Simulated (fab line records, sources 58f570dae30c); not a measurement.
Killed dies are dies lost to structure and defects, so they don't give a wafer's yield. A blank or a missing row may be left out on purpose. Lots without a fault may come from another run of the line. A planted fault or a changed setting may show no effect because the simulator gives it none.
A struck lot beside a sound one | flow berkeley_cmos170 | 20 steps out of a route of 331
Sound: wafers L575.1, L575.3, L575.5. Struck: wafer L584.2. (L584.4, L584.5 of the same lot were not struck and are left out.) The cause comes at the end.
At each step with rows: each side's tool, then ch and its chambers, then its first start. Under that, the readings that differ: sound wafers | struck wafers | difference of the means | sigmas: that difference in standard deviations of wafers without a fault.
alike: readings whose means differ by less than 2 such deviations, and words and numbers that are the same on both sides. not compared: withheld readings, readings that some wafer has no value for, bounds like >300 that may hide the same value, and numbers for which the record gives no deviation and whose values overlap.
The two part at a step that has a row with sigmas, a row that says differs or no value, or rows on one side only. Numbers that don't overlap but have no deviation are shown without sigmas and don't part them. A reading that every wafer of one side lacks parts them only if that side has two wafers or more.

first, 1 step without rows for these wafers: UCB170_NWELL_OXIDATION_01 (target thk 26.4 nm, ox time 1260 s).
UCB170_NWELL_THK_MEAS_02:
  sound on film_metro-01, day 2 00:18; struck on film_metro-04, day 3 17:59
  alike: NWELL_OXIDE_THK
then, 2 steps without rows for these wafers: UCB170_NWELL_ANNEAL_03 (time 900 s); UCB170_NWELL_CVD_04 (deposits Si3N4 from SiH2Cl2/NH3, target thk 224 nm, time 3360 s).
UCB170_NWELL_THK_MEAS_05:
  sound on film_metro-04, day 2 06:27; struck on film_metro-01, day 3 22:30
  alike: NWELL_NITRIDE_THK
then, 6 steps without rows for these wafers: UCB170_NWELL_HMDS_06 (prime time 60 s); UCB170_NWELL_COAT_07 (resist thk 900 nm); UCB170_NWELL_SOFTBAKE_08 (time 60 s); UCB170_NWELL_EXPOSE_09 (exposes mask NWELL, target cd 3000 nm); UCB170_NWELL_PEB_10; UCB170_NWELL_DEVELOP_11 (develop time 45 s).
UCB170_NWELL_OVL_MEAS_12:
  sound on overlay-01, day 2 07:21; struck on overlay-01, day 4 00:34
  reading        | sound     | struck | difference | sigmas
  NWELL_OVL (nm) | -5 -10 -3 | 14     | +20        | +4
UCB170_NWELL_ETCH_13: etches Si3N4 in CH3F/Ar/O2, stops on SiO2, target depth 246.4 nm, time 154 s.
  sound on rie_diel-04 ch 0,2,3, day 2 07:23; struck on rie_diel-04 ch 0, day 4 00:35
  reading                                | sound             | struck | difference | sigmas
  model.KrF_of_NWELL_COAT_07.thk_nm (nm) | 723.7 728.5 723.6 | 608.9  | -116.4     |
  alike: drypump_motor_current_A, oes_product_au, throttle_valve_pct
  not compared: rf_hours_counter_h
then, 1 step without rows for these wafers: UCB170_NWELL_IMPLANT_14.
UCB170_NWELL_STRIP_15: strips in O2.
  sound on plasma_asher-03 ch 0, day 2 07:38; struck on plasma_asher-03 ch 1, day 4 00:50
  reading                      | sound             | struck | difference | sigmas
  strip_time_to_endpoint_s (s) | 18.07 18.17 18.08 | 15.38  | -2.73      | -31
  alike: drypump_motor_current_A, oes_product_au
  not compared: rf_hours_counter_h
UCB170_NWELL_TW_MEAS_16:
  sound on film_metro-04, day 2 07:44; struck on film_metro-03, day 4 00:57
  reading  | sound          | struck | difference | sigmas
  NWELL_TW | 1242 1234 1235 | 1284   | +47        | +3
then, 1 step without rows for these wafers: UCB170_NWELL_CLEAN_17 (cleans in SPM, time 600 s).
UCB170_NWELL_WET_ETCH_18: etches Si3N4 in H3PO4, time 14400 s.
  sound on wet_bench-01 ch 2, day 2 08:03; struck on wet_bench-02 ch 2, day 4 01:13
  reading                                      | sound | struck | difference | sigmas
  model.SiO2_of_NWELL_OXIDATION_01.thk_nm (nm) | 0 0 0 | 25.91  | +25.91     |
then, 2 steps without rows for these wafers: UCB170_NWELL_WET_ETCH_19 (etches SiO2 in BOE, time 22 s); UCB170_M3_PROBE_99.

WHERE THEY PART
First at UCB170_NWELL_OVL_MEAS_12; last, within this record, at UCB170_NWELL_TW_MEAS_16.

WHY: what the simulator had put in
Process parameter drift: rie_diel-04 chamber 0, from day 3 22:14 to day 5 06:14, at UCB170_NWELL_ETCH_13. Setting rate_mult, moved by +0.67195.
